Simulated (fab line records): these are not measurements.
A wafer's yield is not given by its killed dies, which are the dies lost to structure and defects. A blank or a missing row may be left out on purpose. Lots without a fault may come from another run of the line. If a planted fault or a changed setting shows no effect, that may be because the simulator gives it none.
Split-lot trial    flow ritCmos    5 lots, 23 wafers read, on a route of 202 steps

## ON THE SPLIT
At RIT_GATE_SOFTBAKE_12 (time 60 s), the setting tempC was moved away from the recipe's 90 C on 8 of the 23 wafers read, by -3.5% to -1.1%. This setting was run at the recipe's value on the other wafers.

## FROM THE SPLIT TO THE READING: what the file shows between them, 2 steps
- RIT_GATE_EXPOSE_13: exposes mask M6, target cd 150 nm
- RIT_GATE_PEB_14

## THE READING
NOVOLAK_of_GATE_COAT_11.thkNm (the simulator's own value, which no gauge read), in nm, at RIT_GATE_DEVELOP_15 (develop time 50 s). No usual value for it is given in the file. The 15 wafers here that ran the recipe average 851.2 nm, standard deviation 2.5 nm.

wafer   tool, chamber at the split  tempC as run, C  against the recipe  NOVOLAK_of_GATE_COAT_11.thkNm, nm  against lot-mates on the recipe
L074.1  lithoTrack-04, 0            90               recipe              851.8                              -
L074.2  lithoTrack-04, 0            90               recipe              852.1                              -
L074.4  lithoTrack-04, 0            90               recipe              854                                -
L074.5  lithoTrack-04, 0            90               recipe              853.7                              -
L074.6  lithoTrack-04, 0            90               recipe              852.7                              -
L076.2  lithoTrack-01, 0            89.05            -1.1%               850.8                              +0.0
L076.3  lithoTrack-01, 0            89.05            -1.1%               851.1                              +0.3
L076.4  lithoTrack-01, 0            89.05            -1.1%               853                                +2.2
L076.5  lithoTrack-01, 0            90               recipe              852                                -
L076.6  lithoTrack-01, 0            90               recipe              849.6                              -
L077.1  lithoTrack-01, 0            86.85            -3.5%               857.2                              +9.0
L077.2  lithoTrack-01, 0            90               recipe              847.9                              -
L077.3  lithoTrack-01, 0            90               recipe              848.5                              -
L077.4  lithoTrack-01, 0            86.85            -3.5%               854.4                              +6.2
L077.6  lithoTrack-01, 0            86.85            -3.5%               856.8                              +8.6
L082.2  lithoTrack-04, 0            90               recipe              854.3                              -
L082.3  lithoTrack-04, 0            90               recipe              854.8                              -
L082.4  lithoTrack-04, 0            88.85            -1.3%               856.6                              +2.7
L082.5  lithoTrack-04, 0            90               recipe              852.6                              -
L082.6  lithoTrack-04, 0            88.85            -1.3%               856.9                              +3.0
L085.3  lithoTrack-01, 0            90               recipe              849.3                              -
L085.4  lithoTrack-01, 0            90               recipe              846.5                              -
L085.5  lithoTrack-01, 0            90               recipe              848.5                              -

THE FIT
A straight line over all 23 wafers: NOVOLAK_of_GATE_COAT_11.thkNm changes by -1.5 nm for each +1% of tempC; r = -0.59; the points scatter about the line by 2.5 nm.
The same after taking each lot's own level away (the mean of its wafers on the recipe; 23 wafers): -2.21 nm for each +1%; r = -0.92; scatter 1.1 nm.
Per that fit: largest tempC move, reading shift of 7.7 nm.
Across the lots, their own levels run from 848.10 to 853.90 nm, a range of 2.3 times the standard deviation given above.
So the lot-to-lot level blurs the effect unless lot-mates are compared.
Check: +7 nm against its lot-mates is what the line predicts for one of the wafers moved furthest among these (-3.5%) when that wafer is left out of the fit. It came out at +9 nm against them.

## OTHER SPLITS APPLIED TO THESE WAFERS
Other splits were also applied to these wafers ahead of the reading. Each is held against what the fit with the lots' levels taken away leaves over:
other split on the same wafers  wafers away from the commonest value  r with NOVOLAK_of_GATE_COAT_11.thkNm (lot level and that fit taken away)
RIT_ACTIVE_OXIDATION_01 tempC   15                                    -0.25
RIT_ACTIVE_COAT_06 spinRpm      8                                     +0.14
RIT_ACTIVE_ETCH_13 rfW          7                                     -0.05
RIT_PWELL_COAT_01 resistThkNm   6                                     -0.13
RIT_PWELL_IMPLANT_08 energyKev  5                                     +0.23
RIT_NRETRO_COAT_01 resistThkNm  7                                     +0.09
RIT_GATE_CVD_08 tempC           5                                     +0.08

## THE FILE'S OWN FIT
NOVOLAK_of_GATE_COAT_11.thkNm changes by -2.15 nm for each +1% of tempC, r = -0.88.
